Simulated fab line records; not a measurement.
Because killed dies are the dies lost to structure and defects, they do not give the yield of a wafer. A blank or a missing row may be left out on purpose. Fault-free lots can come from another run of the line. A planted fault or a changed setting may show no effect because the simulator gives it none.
What tool caused it? || flow rit_cmos || 15 lots (45 wafers sampled), 1 step of a 202-step route

WHAT EACH GAUGE READ, for each wafer
The record lacks any reading of a measuring or inspecting step that a usual standard deviation could be used to judge.

WHICH TOOL RAN EACH LOT (tool, then ch and the chambers of the sampled wafers, then the start)
{"lot": "L756", "RIT_GATE_CLEAN_01": "wet_bench-02 ch 0, day 2 09:47"}
{"lot": "L758", "RIT_GATE_CLEAN_01": "wet_bench-02 ch 2, day 3 02:28"}
{"lot": "L761", "RIT_GATE_CLEAN_01": "wet_bench-04 ch 3, day 3 14:16"}
{"lot": "L762", "RIT_GATE_CLEAN_01": "wet_bench-04 ch 2, day 3 14:40"}
{"lot": "L764", "RIT_GATE_CLEAN_01": "wet_bench-04 ch 1, day 3 23:53"}
{"lot": "L765", "RIT_GATE_CLEAN_01": "wet_bench-04 ch 2, day 4 04:14"}
{"lot": "L766", "RIT_GATE_CLEAN_01": "wet_bench-03 ch 3, day 4 10:08"}
{"lot": "L767", "RIT_GATE_CLEAN_01": "wet_bench-02 ch 0, day 4 20:44"}
{"lot": "L772", "RIT_GATE_CLEAN_01": "wet_bench-03 ch 0, day 5 15:34"}
{"lot": "L773", "RIT_GATE_CLEAN_01": "wet_bench-02 ch 0, day 5 21:37"}
{"lot": "L774", "RIT_GATE_CLEAN_01": "wet_bench-02 ch 2, day 6 02:26"}
{"lot": "L775", "RIT_GATE_CLEAN_01": "wet_bench-02 ch 0, day 6 07:46"}
{"lot": "L776", "RIT_GATE_CLEAN_01": "wet_bench-03 ch 3, day 6 13:34"}
{"lot": "L778", "RIT_GATE_CLEAN_01": "wet_bench-04 ch 3, day 7 02:59"}
{"lot": "L779", "RIT_GATE_CLEAN_01": "wet_bench-04 ch 2, day 7 04:23"}
- RIT_GATE_CLEAN_01: cleans in SC1, time 600 s.

AS READ BY THE TOOLS THEMSELVES (means over the sampled wafers that have a number; for cases with no such wafer, the mark the record gives instead)
RIT_GATE_CLEAN_01. Usual: run_length_s at 628.1 s, with a standard deviation of 3.
{"lot": "L756", "tool": "wet_bench-02", "run_length_s (s)": 626.5, "flag": ""}
{"lot": "L758", "tool": "wet_bench-02", "run_length_s (s)": 624.8, "flag": ""}
{"lot": "L761", "tool": "wet_bench-04", "run_length_s (s)": 626.2, "flag": ""}
{"lot": "L762", "tool": "wet_bench-04", "run_length_s (s)": 666.6, "flag": "OFF"}
{"lot": "L764", "tool": "wet_bench-04", "run_length_s (s)": 667.8, "flag": "OFF"}
{"lot": "L765", "tool": "wet_bench-04", "run_length_s (s)": 667.1, "flag": "OFF"}
{"lot": "L766", "tool": "wet_bench-03", "run_length_s (s)": 627.0, "flag": ""}
{"lot": "L767", "tool": "wet_bench-02", "run_length_s (s)": 634.2, "flag": ""}
{"lot": "L772", "tool": "wet_bench-03", "run_length_s (s)": 625.9, "flag": ""}
{"lot": "L773", "tool": "wet_bench-02", "run_length_s (s)": 628.1, "flag": ""}
{"lot": "L774", "tool": "wet_bench-02", "run_length_s (s)": 624.6, "flag": ""}
{"lot": "L775", "tool": "wet_bench-02", "run_length_s (s)": 627.6, "flag": ""}
{"lot": "L776", "tool": "wet_bench-03", "run_length_s (s)": 627.3, "flag": ""}
{"lot": "L778", "tool": "wet_bench-04", "run_length_s (s)": 634.2, "flag": ""}
{"lot": "L779", "tool": "wet_bench-04", "run_length_s (s)": 633.1, "flag": ""}

THE ANSWER, worked out from the rows above alone
Rule: a lot counts as off when the mean over its wafers that have a number is more than 3 standard deviations away from the usual mean. A lot without any number at a reading at which 4 lots or more have one is off too. All remaining lots with rows at the step are treated as sound. The gauges are gone through in route order, then the tools' own readings, and for those a lot's mean is taken as printed above. The first step at which some lot is off is used, and at that step the reading that is off furthest; a lot without a number counts as furthest.
Off: L762, L764, L765, at RIT_GATE_CLEAN_01 (run_length_s).
A tool fits if, at that step or a process step before it, it ran every lot that is off, and no sound lot after the first of them. Of those tried, none fits.

WHAT THE SIMULATOR HAD INSERTED
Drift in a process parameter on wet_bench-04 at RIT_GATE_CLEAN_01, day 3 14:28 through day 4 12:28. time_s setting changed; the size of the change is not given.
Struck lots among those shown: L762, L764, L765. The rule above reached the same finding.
